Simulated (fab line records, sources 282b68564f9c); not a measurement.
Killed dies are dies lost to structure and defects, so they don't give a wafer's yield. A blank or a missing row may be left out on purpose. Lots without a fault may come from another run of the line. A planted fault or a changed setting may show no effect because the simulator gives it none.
fab line records | flow rit_cmos
record lots=15 wafers=45 last_day=7
route steps=202 shown NSD@136
lots that met no fault: from a run of the same line without faults
start_h: hours from the record's first day to the start of the lot's first wafer shown | wait_h: hours since the lot's step before | " the same as in the row above | L1.1+2: a row that stands for several wafers | - no value, or no start given | * or withheld: withheld | < > ~ a bound
route shown NAME@n: a module of which the file shows steps, and the number in the route of the first | usual: mean/standard deviation of fault-free wafers | same: alike in all rows | chamber/n: place in a boat | sites: the reading at each site | _std_site: their standard deviation | _edge_site: outer sites' mean less inner sites' | radius_mm: how far each site lies from the wafer's centre | mask NAME#n: copy n | behind: the tool/chamber that last shaped the wafer | hold: why the lot was held/for how many hours/how that ended | device: the transistor (n, p or np) that didn't switch | end of line: the same wafers' tests at the end of the route | a step without rows: its recipe alone | killed: dies lost to structure and defects at the first sort, not the wafer's yield | map: a wafer's dies, x killed, . not, _ none there
set.NAME: the setting as run; set.NAME@STEP: as run at that earlier step | model.NAME: the simulator's own value behind a step, which no gauge read
steps of the route over a sample of lots; a table a step, a row a wafer
## steps
# step RIT_NSD_DEVELOP_05
# recipe resist=NOVOLAK develop_time_s=50 dev_temp_c=23
# usual chill_plate_temp_C=22.99/0.1 develop_time_s=50/0
# columns lot.wafer tool chamber start_h wait_h chill_plate_temp_C develop_time_s
L376.1 litho_track-04 0 57 - 22.99 50
L376.4 " 0 " " 23.09 50
L376.5 " 0 " " 23.22 50
L378.3 litho_track-04 0 63 - 23.17 50
L378.4 " 0 " " 23.00 50
L378.5 " 0 " " 22.97 50
L380.1 litho_track-04 0 75 - 23.03 50
L380.2 " 0 " " 23.07 50
L380.3 " 0 " " 23.05 50
L382.2 litho_track-04 0 88 - 22.91 50
L382.3 " 0 " " 22.85 50
L382.6 " 0 " " 22.86 50
L384.1 litho_track-04 0 91 - 22.79 50
L384.2 " 0 " " 22.85 50
L384.3 " 0 " " 22.93 50
L386.2 litho_track-04 0 103 - 22.85 50
L386.3 " 0 " " 22.91 50
L386.4 " 0 " " 22.89 50
L387.1 litho_track-03 0 106 - 22.98 50
L387.3 " 0 " " 22.98 50
L387.4 " 0 " " 23.07 50
L388.1 litho_track-03 - 117 - - -
L388.2 " - " " - -
L388.6 " - " " - -
L389.2 litho_track-02 - 121 - - -
L389.5 " - " " - -
L389.6 " - " " - -
L390.1 litho_track-04 - 133 - - -
L390.5 " - " " - -
L390.6 " - " " - -
L391.1 litho_track-03 0 133 - 23.18 50
L391.4 " 0 " " 23.13 50
L391.5 " 0 " " 22.99 50
L395.1 litho_track-04 0 147 - 22.82 50
L395.3 " 0 148 - 23.05 50
L395.5 " 0 " " 22.72 50
L396.1 litho_track-04 0 153 - 22.94 50
L396.5 " 0 " " 22.94 50
L396.6 " 0 " " 23.06 50
L397.2 litho_track-02 0 157 - 22.76 50
L397.5 " 0 " " 22.94 50
L397.6 " 0 " " 23.08 50
L398.1 litho_track-03 0 160 - 22.88 50
L398.2 " 0 " " 22.92 50
L398.4 " 0 " " 22.82 50
## key
first_sign step=RIT_NSD_DEVELOP_05 reading=tool_record direction=missing
effect none on later readings
met_at RIT_NSD_DEVELOP_05
struck_lots L388,L389,L390
sort_left_out L388.1,L388.2,L388.6,L389.2,L389.5,L389.6,L390.1,L390.5,L390.6
tester_left_out L388,L389,L390
onset_between 106 117
fault kind=skipped_step_whole tool=litho_track-02,litho_track-03,litho_track-04 chamber=- onset_h=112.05 steps=RIT_NSD_DEVELOP_05 scope=struck_lots_only
# tester_left_out: of these lots the tester's yield and bins aren't shown, on N5 and GAA mostly nor the transistor test; their killed dies are dies lost to structure and defects alone, not to doping, threshold or leakage, so they don't give the yield
# sort_left_out: the simulated sort isn't trusted on such a fault, so these wafers' sort isn't shown, and their yield isn't known
